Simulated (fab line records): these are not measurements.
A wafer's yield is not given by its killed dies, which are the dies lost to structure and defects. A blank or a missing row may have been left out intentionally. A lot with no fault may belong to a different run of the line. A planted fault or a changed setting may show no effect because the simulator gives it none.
Code-filled problem report in 8D (eight disciplines) form | flow berkeley-cmos170 | the parts of the form that need people (team, actions taken, sign-off) are left out

== 1. WHAT IS WRONG ==
GATE_POLY_THK at UCB170_GATE_THK_MEAS_05 reads a mean of 194.3 nm on 3 wafers of 1 lot; wafers without a fault read 214.5 nm with a standard deviation of 2.1. Measured from the usual mean, that is -9.6 standard deviations.
First seen on wafer L101.1, day 7 02:09, on film-metro-04. At this step, 39 wafers from 13 lots have a number in the record. The rule behind "out" and "out of limits": a value lying over 4 standard deviations away from the usual mean. The rest of the wafers with a number are treated as sound.

== 2. WHAT IT IS, AND WHAT IT ISN'T ==
question                    | is                     | is not
which readings at this step | GATE_POLY_THK          | -
which lots                  | L101                   | L105, L106, L109, L113, L114, L115, L116, L117, L119, L996, L997, L999
which wafers of those lots  | all that have a number | -
read on which gauges        | film-metro-04          | film-metro-01, film-metro-03
when                        | from day 7 02:09       | up to then (9 sound wafers); but 27 sound wafers of L105, L106, L109, L113, L114, L115, L116, L117, L119 came after

== 3. THE SUSPECTS, EACH WITH WHAT RULES IT OUT ==
Counting: a tool at a process step up to the reading stays a suspect if it ran every lot that is out and no sound lot after the first of them.
- ruled out: the gauge at UCB170_GATE_THK_MEAS_05. All the wafers that are out were read on film-metro-04, but those of them that UCB170_GATE_CVD_04 has rows for are out there too, on other tools.
- plasma-asher-03 at UCB170_ACTIVE_STRIP_16 (strips in O2): ruled out as a lasting fault. After its first lot that is out, L101 (day 5 06:28), sound lots L115, L116 ran on it.
- lpcvd-01 at UCB170_GATE_CVD_04 (deposits poly-Si from SiH4, time 1440 s, target thk 214 nm): ruled out as a lasting fault. After its first lot that is out, L101 (day 7 00:41), sound lots L114, L116, L117 ran on it.
Left after counting: nothing in the record.

== 4. THE CAUSE (what the simulator had put in) ==
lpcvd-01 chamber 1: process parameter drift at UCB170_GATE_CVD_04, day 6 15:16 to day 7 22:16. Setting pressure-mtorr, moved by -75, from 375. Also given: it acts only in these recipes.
The count ruled it out by mistake, since the rule takes a fault to strike every lot its tool runs from the start of the fault on, and this one did not do so.

== 5. THE CHAIN OF EFFECTS, in route order ==
Rows list readings where the struck wafers' mean (over those with a number) sits beyond 3 standard deviations from the usual. Scope: only readings with a usual standard deviation given in the record; hours: median across lots of the time from each lot's start at the first step in this table that gives one to its start at this step; sigmas: change in usual standard deviations.
hours | step                    | reading        | usual       | on struck wafers | change | sigmas
0     | UCB170_GATE_CVD_04      | pressure-mtorr | 375.1 mTorr | 298.7            | -76.4  | -99 or more
1     | UCB170_GATE_THK_MEAS_05 | GATE_POLY_THK  | 214.5 nm    | 194.3            | -20.2  | -9.6
3     | UCB170_GATE_ETCH_15     | oes-product-au | 0.827 a.u.  | 0.780            | -0.047 | -3.4
The process steps in it:
- UCB170_GATE_CVD_04: deposits poly-Si from SiH4, time 1440 s, target thk 214 nm.
- UCB170_GATE_ETCH_15: etches poly-Si in HBr/Cl2, stops on SiO2, time 56.3 s, target depth 278.2 nm.
Later steps that measure or inspect, where all struck wafers having a row at the step show a number for every such reading and not one has moved that far: UCB170_GATE_CD_MEAS_90.

== 6. WHAT WOULD HAVE CAUGHT IT SOONER ==
The first out-of-limits reading at a measuring or inspecting step in this record came at day 7 02:09, 11 hours after the fault's start at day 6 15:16.
The tool's own readings at UCB170_GATE_CVD_04 were out on every struck wafer that the step has a row for (pressure-mtorr): an alarm limit on them would have fired on the first of those.
